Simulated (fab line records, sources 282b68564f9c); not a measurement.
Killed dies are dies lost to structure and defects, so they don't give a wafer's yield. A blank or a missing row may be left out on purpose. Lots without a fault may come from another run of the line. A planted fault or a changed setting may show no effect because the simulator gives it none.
Which tool did it? | flow rit_cmos | 14 lots, 42 wafers sampled, at 2 steps of a route of 202

WHAT THE GAUGES READ, wafer by wafer
RIT_ACTIVE_CD_MEAS_90: target cd 1400 nm.
lot  | measured    | on        | cd_nm (nm)
L153 | day 1 22:38 | cd_sem-01 | 1397.6 1394.7 1395.0
L156 | day 2 11:17 | cd_sem-01 | 1398.0 1400.0 1399.9
L158 | day 2 21:02 | cd_sem-01 | 1401.4 1401.2 1402.0
L162 | day 3 17:55 | cd_sem-02 | - - -
L163 | day 3 23:51 | cd_sem-01 | - - -
L166 | day 4 14:16 | cd_sem-02 | 1401.0 1400.8 1400.2
L167 | day 4 19:22 | cd_sem-02 | 1398.3 1397.4 1400.5
L168 | day 5 00:17 | cd_sem-01 | 1402.1 1399.1 1401.4
L169 | day 5 04:58 | cd_sem-02 | 1396.4 1397.0 1397.2
L170 | day 5 11:04 | cd_sem-02 | 1400.9 1398.4 1401.4
L171 | day 5 16:04 | cd_sem-01 | 1400.7 1397.0 1397.0
L172 | day 5 22:37 | cd_sem-01 | 1398.7 1398.9 1398.5
L173 | day 6 01:55 | cd_sem-02 | 1400.5 1399.2 1400.0
L174 | day 6 05:53 | cd_sem-01 | 1399.7 1399.5 1398.5

WHICH TOOL RAN EACH LOT (tool, then ch and the chambers of the sampled wafers, then the start)
lot  | RIT_ACTIVE_ETCH_13
L153 | rie_diel-02 ch 1,3, day 1 22:16
L156 | rie_diel-01 ch 0,1,2, day 2 10:57
L158 | rie_diel-03 ch 1,3, day 2 20:43
L162 | rie_diel-02 ch 2,3, day 3 17:32
L163 | rie_diel-01 ch 1,2, day 3 23:32
L166 | rie_diel-03 ch 0,1,2, day 4 13:56
L167 | rie_diel-02 ch 1,3, day 4 19:01
L168 | rie_diel-01 ch 1,3, day 4 23:57
L169 | rie_diel-02 ch 2,3, day 5 04:38
L170 | rie_diel-03 ch 0,1,2, day 5 10:46
L171 | rie_diel-01 ch 0,1,2, day 5 15:44
L172 | rie_diel-02 ch 0,3, day 5 22:18
L173 | rie_diel-02 ch 2,3, day 6 01:36
L174 | rie_diel-01 ch 0,1,2, day 6 05:35
- RIT_ACTIVE_ETCH_13: etches Si3N4 in SF6, stops on SiO2, time 210 s, target depth 210 nm.

WHAT THE TOOLS THEMSELVES READ (means of the sampled wafers that have a number; where no wafer has one, the mark that the record gives instead)
RIT_ACTIVE_ETCH_13.
lot  | tool        | SF6_flow_sccm (sccm) | chamber_pressure_mTorr (mTorr) | drypump_motor_current_A (A) | oes_product_au (a.u.) | rf_fwd_power_W (W) | throttle_valve_pct (%)
L153 | rie_diel-02 | 200.3                | 260.17                         | 5.1                         | 0.812                 | 124.3              | 7.50
L156 | rie_diel-01 | 200.0                | 260.00                         | 5.5                         | 0.823                 | 124.5              | 7.54
L158 | rie_diel-03 | 200.4                | 259.86                         | 5.9                         | 0.817                 | 124.5              | 7.36
L162 | rie_diel-02 | -                    | -                              | -                           | -                     | -                  | -
L163 | rie_diel-01 | -                    | -                              | -                           | -                     | -                  | -
L166 | rie_diel-03 | 200.0                | 260.13                         | 5.8                         | 0.822                 | 124.6              | 7.40
L167 | rie_diel-02 | 200.4                | 259.91                         | 5.1                         | 0.814                 | 124.8              | 7.50
L168 | rie_diel-01 | 200.0                | 260.03                         | 6.1                         | 0.827                 | 124.0              | 7.61
L169 | rie_diel-02 | 200.3                | 259.99                         | 5.9                         | 0.812                 | 124.5              | 7.61
L170 | rie_diel-03 | 200.3                | 259.99                         | 5.8                         | 0.825                 | 124.4              | 7.41
L171 | rie_diel-01 | 200.9                | 259.95                         | 5.5                         | 0.822                 | 124.8              | 7.53
L172 | rie_diel-02 | 200.0                | 259.92                         | 5.4                         | 0.808                 | 124.7              | 7.49
L173 | rie_diel-02 | 199.7                | 259.95                         | 5.9                         | 0.812                 | 124.7              | 7.63
L174 | rie_diel-01 | 199.9                | 260.05                         | 5.5                         | 0.823                 | 124.5              | 7.53

THE ANSWER, worked out from the rows above alone
Rule: what is usual is taken from the lots themselves. Put in order of their means at a reading, lots are off if they are a third of the lots or fewer, leave a main group of 4 or more, and stand apart from it by a gap of 3 or more times the standard deviation of the main group's means; of several such gaps the widest counts. A main group whose means are all the same, to the digits that the tables above print for the reading, isn't used. A lot without any number at a reading at which 4 lots or more have one is off too. The other lots that the step has rows for count as sound. The gauges are gone through in route order, then the tools' own readings, and for those a lot's mean is taken as printed above. The first step at which some lot is off is used, and at that step the reading that is off furthest; a lot without a number counts as furthest.
Off: L162, L163, at RIT_ACTIVE_CD_MEAS_90 (cd_nm). Without a number there: L162, L163. The main group: mean 1399.2 nm, standard deviation 1.6.
A tool fits if, at a process step before that reading, it ran every lot that is off, and no sound lot after the first of them. The gauges at RIT_ACTIVE_CD_MEAS_90 aren't tried: what is off there is off at RIT_ACTIVE_ETCH_13 too, on other tools, and a gauge's error can't cause that. None of those tried fits.

WHAT THE SIMULATOR HAD PUT IN
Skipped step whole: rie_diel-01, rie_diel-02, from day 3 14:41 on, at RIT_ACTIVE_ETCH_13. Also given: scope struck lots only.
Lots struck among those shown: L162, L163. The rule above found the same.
